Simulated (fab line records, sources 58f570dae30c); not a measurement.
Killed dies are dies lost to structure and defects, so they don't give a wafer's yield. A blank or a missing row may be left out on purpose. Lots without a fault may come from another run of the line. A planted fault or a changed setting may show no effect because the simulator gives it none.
Which tool did it? | flow berkeley_cmos170 | 14 lots, 42 wafers sampled, at 3 steps of a route of 331

WHAT THE GAUGES READ, wafer by wafer
UCB170_NLDD_OVL_MEAS_07.
lot  | measured     | on         | NLDD_OVL (nm)
L425 | day 6 06:23  | overlay-02 | -4 2 -4
L426 | day 6 12:53  | overlay-02 | 3 6 9
L429 | day 7 08:32  | overlay-01 | 2 1 5
L430 | day 7 11:29  | overlay-02 | 2 13 2
L431 | day 7 11:49  | overlay-01 | -2 1 3
L432 | day 8 04:10  | overlay-01 | 5 -1 -1
L433 | day 8 14:08  | overlay-01 | -4 -9 -4
L436 | day 9 02:38  | overlay-01 | 2 5 1
L438 | day 9 07:19  | overlay-01 | 3 3 4
L439 | day 9 07:33  | overlay-01 | 4 1 -3
L441 | day 9 16:52  | overlay-02 | 2 0 6
L445 | day 10 18:44 | overlay-01 | 4 7 2
L446 | day 11 02:30 | overlay-01 | 2 -7 -12
L447 | day 11 02:53 | overlay-02 | 0 15 4

UCB170_V1_THK_MEAS_01.
lot  | measured     | on            | V1_TEOS_THK (nm)
L425 | day 7 04:53  | film_metro-02 | 2006 2028 2008
L426 | day 7 08:44  | film_metro-02 | 1988 1980 2017
L429 | day 8 06:05  | film_metro-01 | 1995 2017 2029
L430 | day 8 16:01  | film_metro-03 | 1982 1991 2055
L431 | day 8 16:02  | film_metro-01 | 1953 1973 1975
L432 | day 9 06:49  | film_metro-01 | 2007 2021 2005
L433 | day 9 19:44  | film_metro-02 | 1985 2058 2031
L436 | day 10 01:20 | film_metro-02 | 2003 2011 2049
L438 | day 10 06:35 | film_metro-02 | 1989 1986 2014
L439 | day 10 06:35 | film_metro-03 | 1492 1517 1528
L441 | day 10 16:55 | film_metro-02 | 1504 1522 1490
L445 | day 11 17:47 | film_metro-01 | 1954 1994 2013
L446 | day 11 23:41 | film_metro-02 | 1949 2050 2013
L447 | day 11 23:41 | film_metro-01 | 1997 1982 2035

WHICH TOOL RAN EACH LOT (tool, then ch and the chambers of the sampled wafers, then the start)
lot  | UCB170_V1_CVD_00
L425 | pecvd-04 ch 0,1,2, day 7 04:43
L426 | pecvd-01 ch 0,1, day 7 08:34
L429 | pecvd-03 ch 0,1,2, day 8 05:55
L430 | pecvd-04 ch 0,2, day 8 15:52
L431 | pecvd-01 ch 0,1, day 8 15:52
L432 | pecvd-04 ch 0,1,2, day 9 06:38
L433 | pecvd-01 ch 0,1, day 9 19:35
L436 | pecvd-04 ch 0,2, day 10 01:10
L438 | pecvd-01 ch 0,2, day 10 06:26
L439 | pecvd-04 ch 0,2, day 10 06:26
L441 | pecvd-04 ch 0,1,2, day 10 16:46
L445 | pecvd-01 ch 0,1,2, day 11 17:38
L446 | pecvd-01 ch 0,1, day 11 23:31
L447 | pecvd-03 ch 0,2, day 11 23:31
- UCB170_V1_CVD_00: deposits SiO2 from TEOS/O2, target thk 2000 nm, time 250 s.

WHAT THE TOOLS THEMSELVES READ (means of the sampled wafers that have a number; where no wafer has one, the mark that the record gives instead)
UCB170_V1_CVD_00.
lot  | tool     | heater_power_w (W)
L425 | pecvd-04 | 276
L426 | pecvd-01 | 263
L429 | pecvd-03 | 240
L430 | pecvd-04 | 313
L431 | pecvd-01 | 245
L432 | pecvd-04 | 289
L433 | pecvd-01 | 242
L436 | pecvd-04 | 296
L438 | pecvd-01 | 266
L439 | pecvd-04 | 315
L441 | pecvd-04 | 267
L445 | pecvd-01 | 283
L446 | pecvd-01 | 256
L447 | pecvd-03 | 283

THE ANSWER, worked out from the rows above alone
Rule: what is usual is taken from the lots themselves. Put in order of their means at a reading, lots are off if they are a third of the lots or fewer, leave a main group of 4 or more, and stand apart from it by a gap of 3 or more times the standard deviation of the main group's means; of several such gaps the widest counts. A main group whose means are all the same, to the digits that the tables above print for the reading, isn't used. A lot without any number at a reading at which 4 lots or more have one is off too. The other lots that the step has rows for count as sound. The gauges are gone through in route order, then the tools' own readings, and for those a lot's mean is taken as printed above. The first step at which some lot is off is used, and at that step the reading that is off furthest; a lot without a number counts as furthest.
Off: L439, L441, at UCB170_V1_THK_MEAS_01 (V1_TEOS_THK). The main group: mean 2004 nm, standard deviation 15.
A tool fits if, at a process step before that reading, it ran every lot that is off, and no sound lot after the first of them. The gauges at UCB170_V1_THK_MEAS_01 are tried like those tools. One fits: pecvd-04 at UCB170_V1_CVD_00. Its last sound lot is L436 (day 10 01:10), its first lot that is off L439 (day 10 06:26): a fault that began between those two fits.

WHAT THE SIMULATOR HAD PUT IN
Process parameter drift: pecvd-04, from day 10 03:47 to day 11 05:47, at UCB170_V1_CVD_00. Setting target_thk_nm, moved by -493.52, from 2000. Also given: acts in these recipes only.
Lots struck among those shown: L439, L441. The rule above found the same.
